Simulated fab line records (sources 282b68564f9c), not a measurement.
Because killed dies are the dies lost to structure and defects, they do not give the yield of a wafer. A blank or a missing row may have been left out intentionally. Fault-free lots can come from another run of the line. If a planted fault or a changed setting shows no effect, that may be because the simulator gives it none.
Which of the tools did it? :: flow rit-cmos :: Sampling: 15 lots, 45 wafers, 2 of 202 route steps

## WHAT THE GAUGES READ, wafer by wafer
RIT_CONTACT_THK_MEAS_01.
lot: L880
measured: day 3 16:22
on: film-metro-01
CONTACT_TEOS_THK (nm): 395 398 400

lot: L881
measured: day 3 19:58
on: film-metro-01
CONTACT_TEOS_THK (nm): 397 393 411

lot: L882
measured: day 4 03:05
on: film-metro-03
CONTACT_TEOS_THK (nm): 398 397 403

lot: L883
measured: day 4 07:13
on: film-metro-03
CONTACT_TEOS_THK (nm): 400 406 403

lot: L884
measured: day 4 11:07
on: film-metro-01
CONTACT_TEOS_THK (nm): 398 401 398

lot: L886
measured: day 4 18:47
on: film-metro-01
CONTACT_TEOS_THK (nm): 398 407 406

lot: L885
measured: day 4 20:38
on: film-metro-01
CONTACT_TEOS_THK (nm): 400 399 406

lot: L888
measured: day 5 12:40
on: film-metro-03
CONTACT_TEOS_THK (nm): 403 402 404

lot: L889
measured: day 5 12:58
on: film-metro-01
CONTACT_TEOS_THK (nm): 388 399 397

lot: L890
measured: day 5 16:40
on: film-metro-04
CONTACT_TEOS_THK (nm): 396 400 402

lot: L891
measured: day 6 00:17
on: film-metro-01
CONTACT_TEOS_THK (nm): 397 401 402

lot: L892
measured: day 6 00:45
on: film-metro-03
CONTACT_TEOS_THK (nm): 787 807 799

lot: L893
measured: day 6 07:15
on: film-metro-01
CONTACT_TEOS_THK (nm): 787 782 795

lot: L894
measured: day 6 09:05
on: film-metro-04
CONTACT_TEOS_THK (nm): 787 805 804

lot: L902
measured: day 8 03:55
on: film-metro-03
CONTACT_TEOS_THK (nm): 394 399 401

## WHICH TOOL RAN EACH LOT (tool, then ch and the chambers of the sampled wafers, then the start)
lot: L880
RIT_CONTACT_CVD_00: pecvd-03 ch 0,2, day 3 16:17

lot: L881
RIT_CONTACT_CVD_00: pecvd-01 ch 0,2, day 3 19:54

lot: L882
RIT_CONTACT_CVD_00: pecvd-02 ch 0,1, day 4 03:01

lot: L883
RIT_CONTACT_CVD_00: pecvd-03 ch 0,1, day 4 07:08

lot: L884
RIT_CONTACT_CVD_00: pecvd-01 ch 0,2, day 4 11:03

lot: L886
RIT_CONTACT_CVD_00: pecvd-02 ch 0,1,2, day 4 18:44

lot: L885
RIT_CONTACT_CVD_00: pecvd-03 ch 0,1,2, day 4 20:35

lot: L888
RIT_CONTACT_CVD_00: pecvd-02 ch 0,2, day 5 12:37

lot: L889
RIT_CONTACT_CVD_00: pecvd-03 ch 1,2, day 5 12:53

lot: L890
RIT_CONTACT_CVD_00: pecvd-01 ch 0,1,2, day 5 16:37

lot: L891
RIT_CONTACT_CVD_00: pecvd-02 ch 0,1, day 6 00:13

lot: L892
RIT_CONTACT_CVD_00: pecvd-03 ch 0,2, day 6 00:29

lot: L893
RIT_CONTACT_CVD_00: pecvd-01 ch 0,2, day 6 06:59

lot: L894
RIT_CONTACT_CVD_00: pecvd-03 ch 0,2, day 6 08:48

lot: L902
RIT_CONTACT_CVD_00: pecvd-01 ch 1,2, day 8 03:51
- RIT_CONTACT_CVD_00: deposits SiO2 from TEOS, target thk 400 nm, time 61 s.

## AS READ BY THE TOOLS THEMSELVES (means over the sampled wafers that have a number; for cases with no such wafer, the mark the record gives instead)
RIT_CONTACT_CVD_00.
lot: L880
tool: pecvd-03
heater-power-w (W): 311

lot: L881
tool: pecvd-01
heater-power-w (W): 359

lot: L882
tool: pecvd-02
heater-power-w (W): 325

lot: L883
tool: pecvd-03
heater-power-w (W): 290

lot: L884
tool: pecvd-01
heater-power-w (W): 293

lot: L886
tool: pecvd-02
heater-power-w (W): 317

lot: L885
tool: pecvd-03
heater-power-w (W): 307

lot: L888
tool: pecvd-02
heater-power-w (W): 269

lot: L889
tool: pecvd-03
heater-power-w (W): 327

lot: L890
tool: pecvd-01
heater-power-w (W): 336

lot: L891
tool: pecvd-02
heater-power-w (W): 368

lot: L892
tool: pecvd-03
heater-power-w (W): 312

lot: L893
tool: pecvd-01
heater-power-w (W): 316

lot: L894
tool: pecvd-03
heater-power-w (W): 287

lot: L902
tool: pecvd-01
heater-power-w (W): 334

## THE ANSWER, worked out from the rows above alone
Rule: the usual values come from the lots themselves. Put in order of their means at a reading, lots are off if they are a third of the lots or fewer, leave a main group of 4 or more, and stand apart from it by a gap of 3 or more times the standard deviation of the main group's means; of several such gaps the widest counts. The tables above print the reading to a certain number of digits; a main group whose means all agree to those digits is not used. A lot without any number at a reading at which 4 lots or more have one is off too. The other lots that the step has rows for count as sound. The gauges are gone through in route order, then the tools' own readings, and for those a lot's mean is taken as printed above. The first step at which some lot is off is used, and at that step the reading that is off furthest; a lot without a number counts as furthest.
Off: L892, L893, L894, at RIT_CONTACT_THK_MEAS_01 (CONTACT_TEOS_THK). For the main group the mean is 400 nm and the standard deviation 2.5.
If a tool, at a process step before that reading, ran all the lots that are off and no sound lot after the first of them, it fits. The gauges at RIT_CONTACT_THK_MEAS_01 are tried like those tools. No candidate that was tried fits.

## WHAT THE SIMULATOR HAD INSERTED
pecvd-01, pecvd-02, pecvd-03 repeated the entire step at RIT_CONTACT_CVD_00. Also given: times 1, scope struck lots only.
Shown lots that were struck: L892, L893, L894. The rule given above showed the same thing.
